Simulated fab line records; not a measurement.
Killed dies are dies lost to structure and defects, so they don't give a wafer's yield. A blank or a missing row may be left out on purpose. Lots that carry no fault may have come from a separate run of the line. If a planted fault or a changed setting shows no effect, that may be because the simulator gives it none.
Comparing a struck lot with a sound one + flow berkeley-cmos170 + 18 out of 331 route steps
Sound: the wafers L681.2, L681.3, L681.5. Struck: wafers L689.1, L689.4. (L689.5 of the same lot was not struck and is left out.) The cause comes at the end.
At each step with rows: each side's tool, then ch and its chambers, then its first start. Under that, the readings that differ: sound wafers + struck wafers + difference of the means + sigmas: that difference in standard deviations of wafers without a fault.
alike: readings whose means differ by less than 2 such deviations, and words and numbers that are the same on both sides. not compared: withheld readings, readings that some wafer has no value for, bounds like >300 that may hide the same value, and numbers for which the record gives no deviation and whose values overlap.
Wherever a step has rows on one side only, a row that says differs or no value, or a row with sigmas, the two part there. Numbers that have no deviation but don't overlap get no sigmas and don't part them. A reading missing from all wafers of one side parts the sides only when that side holds two or more wafers.

first, 5 steps without rows for these wafers: UCB170_NLDD_COAT_01 (resist thk 900 nm); UCB170_NLDD_SOFTBAKE_02 (time 60 s); UCB170_NLDD_EXPOSE_03 (exposes mask NSELECT, target cd 1200 nm); UCB170_NLDD_PEB_04; UCB170_NLDD_DEVELOP_05 (develop time 45 s).
UCB170_NLDD_CD_MEAS_06: target cd 1200 nm.
  sound on cd-sem-01 at day 8 12:19; struck on cd-sem-01 at day 10 00:08
  alike: cd-nm
UCB170_NLDD_OVL_MEAS_07:
  sound on overlay-02 at day 8 12:25; struck on overlay-01 at day 10 00:15
  alike: NLDD_OVL
then, 2 steps without rows for these wafers: UCB170_NLDD_IMPLANT_08; UCB170_NLDD_IMPLANT_09.
UCB170_NLDD_STRIP_10: strips in O2.
  sound on plasma-asher-01 ch 0, day 8 12:45; struck on plasma-asher-02 ch 0,1, day 10 00:35
  alike: drypump-motor-current-A, oes-product-au, strip-time-to-endpoint-s
  not compared: rf-hours-counter-h
UCB170_NLDD_TW_MEAS_11:
  sound on film-metro-03 at day 8 12:52; struck on film-metro-03 at day 10 00:41
  alike: NLDD_TW
then, 1 step without rows for these wafers: UCB170_NLDD_CLEAN_12 (cleans in SPM, time 600 s).
UCB170_SPACER_CVD_00: deposits SiO2 from TEOS/O2, target thk 376 nm, time 47 s.
  sound on pecvd-02 ch 1,2, day 8 14:08; struck on pecvd-02 ch 1, day 10 01:01
| reading                                 | sound             | struck      | difference | sigmas |
|-----------------------------------------|-------------------|-------------|------------|--------|
| model.SiO2_of_SPACER_CVD_00.thk-nm (nm) | 375.9 376.7 385.2 | 610.8 617.5 | +234.9     |        |
  alike: heater-power-w
UCB170_SPACER_THK_MEAS_01:
  sound on film-metro-01 at day 8 14:11; struck on film-metro-04 at day 10 01:03
| reading              | sound       | struck  | difference | sigmas |
|----------------------|-------------|---------|------------|--------|
| SPACER_TEOS_THK (nm) | 376 376 385 | 610 617 | +234       | +48    |
then, 1 step without rows for these wafers: UCB170_SPACER_ANNEAL_02 (time 1800 s).
UCB170_SPACER_ETCHBACK_03: etches SiO2 in CHF3/CF4/Ar, stops on Si, target depth 376 nm, time 100 s.
  sound on rie-diel-03 ch 1,2,3, day 8 20:14; struck on rie-diel-03 ch 1,2, day 10 05:13
| reading                  | sound             | struck      | difference | sigmas |
|--------------------------|-------------------|-------------|------------|--------|
| oes-product-au (a.u.)    | 0.915 0.930 0.940 | 1.017 1.036 | +0.098     | +6     |
| model.etch.depth-nm (nm) | 375.9 376.7 385.2 | 425.6 432.6 | +49.8      |        |
  alike: drypump-motor-current-A, throttle-valve-pct
  not compared: rf-hours-counter-h
then, 1 step without rows for these wafers: UCB170_PSD_HMDS_00 (prime time 60 s).
UCB170_M3_PROBE_99:
  rows exist in the record for the struck wafers here (prober-01, day 11 14:58), but not for the sound ones

== WHERE THEY PART ==
Earliest at UCB170_SPACER_THK_MEAS_01; latest, in this record, at UCB170_M3_PROBE_99.

WHY: whatever the simulator had introduced
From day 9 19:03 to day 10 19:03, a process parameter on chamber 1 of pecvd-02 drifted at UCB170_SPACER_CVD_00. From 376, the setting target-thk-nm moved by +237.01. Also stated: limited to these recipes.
